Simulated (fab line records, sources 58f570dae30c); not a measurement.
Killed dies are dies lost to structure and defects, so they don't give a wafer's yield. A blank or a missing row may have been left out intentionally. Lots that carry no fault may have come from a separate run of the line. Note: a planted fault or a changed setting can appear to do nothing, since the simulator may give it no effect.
fab line records -- flow berkeleyCmos170 -- part 2 of 2: steps 28 to 39 of 39
record: lots: 5, wafers: 15, lastDay: 12
route steps=331 shown ACTIVE@67 PFIELD@79 FIELD@89 SACOX@97 SCREENOX@100 NVT@104
lots untouched by any fault: they come from a run of this same line in which no faults occurred
startH: start of the lot's first displayed wafer, in hours after the record's first day -- waitH: hours elapsed since this lot's preceding step -- " repeats the value in the row above -- L1.1+2: one row covering several wafers at once -- - no value present, or no start provided -- * or withheld: withheld -- < > ~ a bound
route shown NAME@n: a module of which the file shows steps, and the number in the route of the first -- usual: mean/standard deviation taken from wafers without a fault -- same: alike in all rows -- chamber/n: place in a boat -- sites: readings site by site -- _std_site: standard deviation across them -- _edge_site: inner sites' mean taken away from outer sites' mean -- radiusMm: how far each site lies from the wafer's centre -- mask NAME#n: copy n -- behind: tool/chamber where the wafer was last shaped -- hold: why the lot was held/for how many hours/how that ended -- device: which transistor (n, p or np) failed to switch -- end of line: the route-end tests of the same wafers -- step lacking rows: just its recipe -- killed: dies lost to structure and defects at the first sort, not the wafer's yield -- map: a wafer's dies, marking killed ones x, the rest . and places with no die _
set.NAME: the setting the step ran with; set.NAME@STEP: the setting that earlier step ran with -- model.NAME: the simulator's own value behind a step, which no gauge read
a table for each step, a row for each wafer; lots at some steps of the route
services: the hour from which a tool's chamber was out of use, counted from the record's first day as startH (under 0 if before that day), plus the number of hours and why
== steps ==
step: UCB170_FIELD_WET_ETCH_05
recipe: chemistry: H3PO4, target: Si3N4, tempC: 160, timeS: 12600
lot.wafer,tool,chamber,startH,waitH
L080.1+3+5,wetBench-01,1,140.78,0.0
L083.2+3+4,wetBench-04,1,156.16,0.0
L088.2+4+6,wetBench-01,1,173.04,0.0
L093.2+4+6,wetBench-01,3,207.66,0.0
L094.1+2+4,wetBench-01,1,207.66,0.0
step: UCB170_FIELD_WET_ETCH_06
recipe: chemistry: BOE, dilution: 5:1, target: SiO2, tempC: 25, timeS: 22
lot.wafer,tool,chamber,startH,waitH
L080.1+3+5,wetBench-02,3,144.29,0.0
L083.2+3+4,wetBench-01,0,159.71,0.0
L088.2+4+6,wetBench-01,3,176.55,0.0
L093.2+4+6,wetBench-01,2,211.18,0.0
L094.1+2+4,wetBench-01,1,211.18,0.0
step: UCB170_FIELD_THK_MEAS_90
recipe: reads: SiO2_of_FIELD_OXIDATION_01
usual: FIELD_OXIDE_LEFT_1_THK: 436/11
lot.wafer,tool,chamber,startH,waitH,FIELD_OXIDE_LEFT_1_THK[nm]
L080.1,filmMetro-02,-,144.30,0.0,440
L080.3,filmMetro-02,-,144.30,0.0,443
L080.5,filmMetro-02,-,144.30,0.0,448
L083.2,filmMetro-03,-,159.73,0.0,441
L083.3,filmMetro-03,-,159.73,0.0,442
L083.4,filmMetro-03,-,159.73,0.0,442
L088.2,filmMetro-02,-,176.58,0.0,431
L088.4,filmMetro-02,-,176.58,0.0,435
L088.6,filmMetro-02,-,176.58,0.0,435
L093.2,filmMetro-03,-,211.20,0.0,416
L093.4,filmMetro-03,-,211.20,0.0,423
L093.6,filmMetro-03,-,211.20,0.0,417
L094.1,filmMetro-03,-,211.25,0.1,421
L094.2,filmMetro-03,-,211.25,0.1,428
L094.4,filmMetro-03,-,211.25,0.1,424
step: UCB170_SACOX_CLEAN_00
recipe: chemistry: dHF, dilution: 25:1, timeS: 7.5
lot.wafer,tool,chamber,startH,waitH
L080.1+3+5,wetBench-02,2,144.36,0.1
L083.2+3+4,wetBench-01,0,159.95,0.2
L088.2+4+6,wetBench-01,3,176.63,0.0
L093.2+4+6,wetBench-03,1,211.25,0.0
L094.1+2+4,wetBench-03,0,211.31,0.1
step: UCB170_SACOX_OXIDATION_01
recipe: tempC: 900, ambient: O2, targetThkA: 144, oxTimeS: 2400
usual: zonePowerCentrePct: 38.6/1.9
lot.wafer,tool,chamber,startH,waitH,zonePowerCentrePct
L080.1,furnace-01,0,150.14,5.8,37.6
L080.3,furnace-01,0,150.14,5.8,37.7
L080.5,furnace-01,0,150.14,5.8,37.3
L083.2,furnace-01,0,161.57,1.6,37.3
L083.3,furnace-01,0,161.57,1.6,37.5
L083.4,furnace-01,0,161.57,1.6,37.3
L088.2,furnace-01,0,181.27,4.6,37.7
L088.4,furnace-01,0,181.27,4.6,37.2
L088.6,furnace-01,0,181.27,4.6,37.1
L093.2,furnace-01,0,214.94,3.7,37.5
L093.4,furnace-01,0,214.94,3.7,37.8
L093.6,furnace-01,0,214.94,3.7,38.0
L094.1,furnace-01,0,214.94,3.6,37.3
L094.2,furnace-01,0,214.94,3.6,37.8
L094.4,furnace-01,0,214.94,3.6,37.8
step: UCB170_SACOX_THK_MEAS_02
recipe: reads: SiO2_of_SACOX_OXIDATION_01
usual: SACOX_OXIDE_THK: 14.40/0.29
lot.wafer,tool,chamber,startH,waitH,SACOX_OXIDE_THK[nm]
L080.1,filmMetro-02,-,151.80,0.0,14.98
L080.3,filmMetro-02,-,151.80,0.0,14.84
L080.5,filmMetro-02,-,151.80,0.0,14.79
L083.2,filmMetro-03,-,163.25,0.0,14.91
L083.3,filmMetro-03,-,163.25,0.0,14.63
L083.4,filmMetro-03,-,163.25,0.0,14.76
L088.2,filmMetro-04,-,182.99,0.1,14.63
L088.4,filmMetro-04,-,182.99,0.1,14.65
L088.6,filmMetro-04,-,182.99,0.1,14.42
L093.2,filmMetro-03,-,216.61,0.0,14.72
L093.4,filmMetro-03,-,216.61,0.0,14.73
L093.6,filmMetro-03,-,216.61,0.0,14.80
L094.1,filmMetro-03,-,216.66,0.1,14.23
L094.2,filmMetro-03,-,216.66,0.1,14.35
L094.4,filmMetro-03,-,216.66,0.1,14.07
step: UCB170_SCREENOX_WET_ETCH_00
recipe: chemistry: dHF, dilution: 25:1, target: SiO2, tempC: 25, timeS: 200
lot.wafer,tool,chamber,startH,waitH
L080.1+3+5,wetBench-03,2,151.86,0.1
L083.2+3+4,wetBench-04,2,163.85,0.6
L088.2+4+6,wetBench-01,2,183.11,0.1
L093.2+4+6,wetBench-04,0,216.66,0.0
L094.1+2+4,wetBench-01,1,216.72,0.1
step: UCB170_SCREENOX_OXIDATION_01
recipe: tempC: 900, ambient: O2, targetThkA: 144, oxTimeS: 2400
usual: zonePowerCentrePct: 39.9/2.2
lot.wafer,tool,chamber,startH,waitH,zonePowerCentrePct
L080.1,furnace-04,0,155.36,3.4,41.6
L080.3,furnace-04,0,155.36,3.4,41.5
L080.5,furnace-04,0,155.36,3.4,41.5
L083.2,furnace-04,0,165.04,1.1,41.3
L083.3,furnace-04,0,165.04,1.1,41.8
L083.4,furnace-04,0,165.04,1.1,41.0
L088.2,furnace-04,0,186.92,3.7,41.8
L088.4,furnace-04,0,186.92,3.7,41.5
L088.6,furnace-04,0,186.92,3.7,41.0
L093.2,furnace-04,0,221.09,4.4,41.8
L093.4,furnace-04,0,221.09,4.4,41.3
L093.6,furnace-04,0,221.09,4.4,41.5
L094.1,furnace-04,0,221.09,4.3,41.8
L094.2,furnace-04,0,221.09,4.3,41.9
L094.4,furnace-04,0,221.09,4.3,41.5
step: UCB170_SCREENOX_THK_MEAS_02
recipe: reads: SiO2_of_SCREENOX_OXIDATION_01
usual: SCREENOX_OXIDE_THK: 14.41/0.24
lot.wafer,tool,chamber,startH,waitH,SCREENOX_OXIDE_THK[nm]
L080.1,filmMetro-01,-,157.03,0.0,14.10
L080.3,filmMetro-01,-,157.03,0.0,14.33
L080.5,filmMetro-01,-,157.03,0.0,14.38
L083.2,filmMetro-02,-,166.72,0.0,14.35
L083.3,filmMetro-02,-,166.72,0.0,14.42
L083.4,filmMetro-02,-,166.72,0.0,14.43
L088.2,filmMetro-02,-,188.60,0.0,14.03
L088.4,filmMetro-02,-,188.60,0.0,14.51
L088.6,filmMetro-02,-,188.60,0.0,14.48
L094.1,filmMetro-04,-,222.75,0.0,14.30
L094.2,filmMetro-04,-,222.75,0.0,14.45
L094.4,filmMetro-04,-,222.75,0.0,14.42
L093.2,filmMetro-02,-,222.76,0.0,14.58
L093.4,filmMetro-02,-,222.76,0.0,14.41
L093.6,filmMetro-02,-,222.76,0.0,14.33
step: UCB170_SCREENOX_ANNEAL_03
recipe: tempC: 900, timeS: 900, ambient: N2
usual: zonePowerCentrePct: 39.1/2.1
lot.wafer,tool,chamber,startH,waitH,zonePowerCentrePct
L080.1,furnace-04,0,159.86,2.8,41.2
L080.3,furnace-04,0,159.86,2.8,41.4
L080.5,furnace-04,0,159.86,2.8,41.4
L083.2,furnace-02,0,170.44,3.7,37.6
L083.3,furnace-02,0,170.44,3.7,37.9
L083.4,furnace-02,0,170.44,3.7,37.1
L088.2,furnace-01,0,192.19,3.6,36.7
L088.4,furnace-01,0,192.19,3.6,37.1
L088.6,furnace-01,0,192.19,3.6,37.1
L093.2,furnace-01,0,226.39,3.6,37.6
L093.4,furnace-01,0,226.39,3.6,37.0
L093.6,furnace-01,0,226.39,3.6,37.2
L094.1,furnace-01,0,226.39,3.6,37.3
L094.2,furnace-01,0,226.39,3.6,37.1
L094.4,furnace-01,0,226.39,3.6,37.5
step: UCB170_NVT_HMDS_00
recipe: primeTimeS: 60, primeTempC: 100
usual: chillPlateTempC: 23.01/0.095
lot.wafer,tool,chamber,startH,waitH,chillPlateTempC
L080.1,lithoTrack-04,0,161.88,0.8,22.89
L080.3,lithoTrack-04,0,161.88,0.8,22.81
L080.5,lithoTrack-04,0,161.88,0.8,22.91
L083.2,lithoTrack-01,0,171.97,0.3,23.11
L083.3,lithoTrack-01,0,171.97,0.3,22.97
L083.4,lithoTrack-01,0,171.97,0.3,23.14
L088.2,lithoTrack-01,0,193.72,0.3,23.23
L088.4,lithoTrack-01,0,193.72,0.3,23.14
L088.6,lithoTrack-01,0,193.72,0.3,23.03
L094.1,lithoTrack-03,0,228.07,0.4,23.00
L094.2,lithoTrack-03,0,228.07,0.4,23.08
L094.4,lithoTrack-03,0,228.07,0.4,22.88
L093.2,lithoTrack-01,0,228.24,0.6,22.94
L093.4,lithoTrack-01,0,228.24,0.6,22.98
L093.6,lithoTrack-01,0,228.24,0.6,22.99
step: UCB170_NVT_COAT_01
recipe: resist: KrF, spinRpm: 1500, resistThkNm: 900
usual: chillPlateTempC: 22.99/0.11
lot.wafer,tool,chamber,startH,waitH,chillPlateTempC
L080.1,lithoTrack-04,0,162.03,0.1,23.03
L080.3,lithoTrack-04,0,162.03,0.1,23.03
L080.5,lithoTrack-04,0,162.03,0.1,23.17
L083.2,lithoTrack-01,0,172.12,0.1,22.90
L083.3,lithoTrack-01,0,172.12,0.1,22.85
L083.4,lithoTrack-01,0,172.12,0.1,23.08
L088.2,lithoTrack-01,0,193.87,0.1,23.12
L088.4,lithoTrack-01,0,193.87,0.1,22.96
L088.6,lithoTrack-01,0,193.87,0.1,23.10
L094.1,lithoTrack-03,0,228.22,0.1,22.94
L094.2,lithoTrack-03,0,228.22,0.1,22.99
L094.4,lithoTrack-03,0,228.22,0.1,22.97
L093.2,lithoTrack-01,0,228.39,0.1,23.04
L093.4,lithoTrack-01,0,228.39,0.1,23.06
L093.6,lithoTrack-01,0,228.39,0.1,23.06
== services ==
tool,chamber,startH,hours,kind
plasmaAsher-04,-,102.74,0.4,repair
plasmaAsher-04,-,104.12,0.6,repair
implanter-01,-,106.09,19.0,pm
plasmaAsher-02,-,108.75,9.0,pm
implanter-04,-,110.64,2.6,repair
rieDiel-04,-,114.57,0.8,repair
krfScanner-02,-,119.34,1.0,pm
krfScanner-01,-,126.68,1.3,pm
krfScanner-02,-,142.00,1.3,pm
rieDiel-03,2,146.25,8.0,repair
furnace-01,-,146.34,3.8,pm
plasmaAsher-03,-,150.70,2.0,repair
rieDiel-04,2,154.10,8.6,repair
krfScanner-02,0,167.21,-,calibration
implanter-04,-,171.83,3.1,repair
krfScanner-01,-,174.88,0.8,pm
krfScanner-02,-,175.63,4.0,pm
rieDiel-03,0,176.90,11.7,repair
krfScanner-01,-,196.29,1.0,pm
rieDiel-04,1,202.27,11.4,repair
rieDiel-03,0,210.08,21.5,repair
rieDiel-03,-,210.69,0.3,repair
krfScanner-01,-,217.92,0.5,repair
krfScanner-01,-,221.55,10.1,repair
